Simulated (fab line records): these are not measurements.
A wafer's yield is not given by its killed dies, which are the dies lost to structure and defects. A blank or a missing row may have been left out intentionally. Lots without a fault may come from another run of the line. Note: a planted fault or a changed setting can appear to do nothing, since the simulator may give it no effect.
The same fault as seen by 2 desks + flow ritCmos + every desk sees just its own numbers, and what lay behind them comes last

## METROLOGY DESK
Means of the sampled wafers that have a number, per lot and without regard to the tool the lot ran on: this is what the gauges read. If a lot's mean is further than 4 standard deviations from the usual mean, the lot is out of limits and carries the mark OUT (the distance appears in the brackets). 7 of its 10 readings are shown, namely those furthest out on some lot.
Columns: A = PLDD_OVL at RIT_PLDD_OVL_MEAS_06, usual 0.8 nm; B = PLDD_TW at RIT_PLDD_TW_MEAS_10, usual 2346; C = SPACER_NITRIDE_THK at RIT_SPACER_THK_MEAS_04, usual 250.0 nm; D = NSD_TW at RIT_NSD_TW_MEAS_10, usual 3113; E = PSD_TW at RIT_PSD_TW_MEAS_10, usual 3428; F = PSD_RS at RIT_SDANNEAL_RS_MEAS_04, usual 115.93 ohm/sq; G = NSD_RS at RIT_SDANNEAL_RS_MEAS_05, usual 84.6 ohm/sq
| lot  | first seen here | A    | B    | C     | D    | E    | F      | G    |
|------|-----------------|------|------|-------|------|------|--------|------|
| L749 | day 3 11:27     | 1.4  | 2362 | 250.5 | 3099 | 3422 | 116.43 | 84.6 |
| L755 | day 4 20:10     | 0.2  | 2372 | 251.6 | 3108 | 3425 | 115.88 | 84.7 |
| L757 | day 5 03:05     | 0.9  | 2351 | 245.3 | 3086 | 3435 | 115.93 | 84.6 |
| L758 | day 5 09:14     | -1.2 | 2325 | 250.5 | 3113 | 3394 | 116.13 | 84.8 |
| L759 | day 5 12:25     | 1.6  | 2323 | 248.4 | 3101 | 3436 | 115.82 | 84.8 |
| L764 | day 6 12:51     | 1.1  | 2350 | 252.9 | 3126 | 3432 | 115.82 | 84.1 |
This desk found nothing out of limits on any of the 6 lots.

## TOOL OWNER'S DESK, rieDiel-01
The tool's own readings at RIT_SPACER_ETCHBACK_05 (etches Si3N4 in SF6/CHF3, stops on SiO2, target depth 250 nm, time 240 s): means of the sampled wafers that have a number, for each lot that ran on this tool. If a lot's mean is further than 4 standard deviations from the usual mean, the lot is out of limits and carries the mark OUT (the distance appears in the brackets).
Columns: A = drypumpMotorCurrentA at RIT_SPACER_ETCHBACK_05, usual 5.8 A; B = oesProductAu at RIT_SPACER_ETCHBACK_05, usual 0.846 a.u.; C = throttleValvePct at RIT_SPACER_ETCHBACK_05, usual 10.27 %
| lot  | first seen here | A   | B     | C     |
|------|-----------------|-----|-------|-------|
| L755 | day 4 23:05     | 5.6 | 0.870 | 10.31 |
| L758 | day 5 12:09     | 5.5 | 0.861 | 10.35 |
| L759 | day 5 15:19     | 6.2 | 0.845 | 10.44 |
This desk found nothing out of limits on any of the 3 lots.

## BROUGHT TOGETHER
Metrology desk: nothing out of limits seen.
The tool owner's desk saw nothing out of limits.

## WHAT THE SIMULATOR HAD PUT IN
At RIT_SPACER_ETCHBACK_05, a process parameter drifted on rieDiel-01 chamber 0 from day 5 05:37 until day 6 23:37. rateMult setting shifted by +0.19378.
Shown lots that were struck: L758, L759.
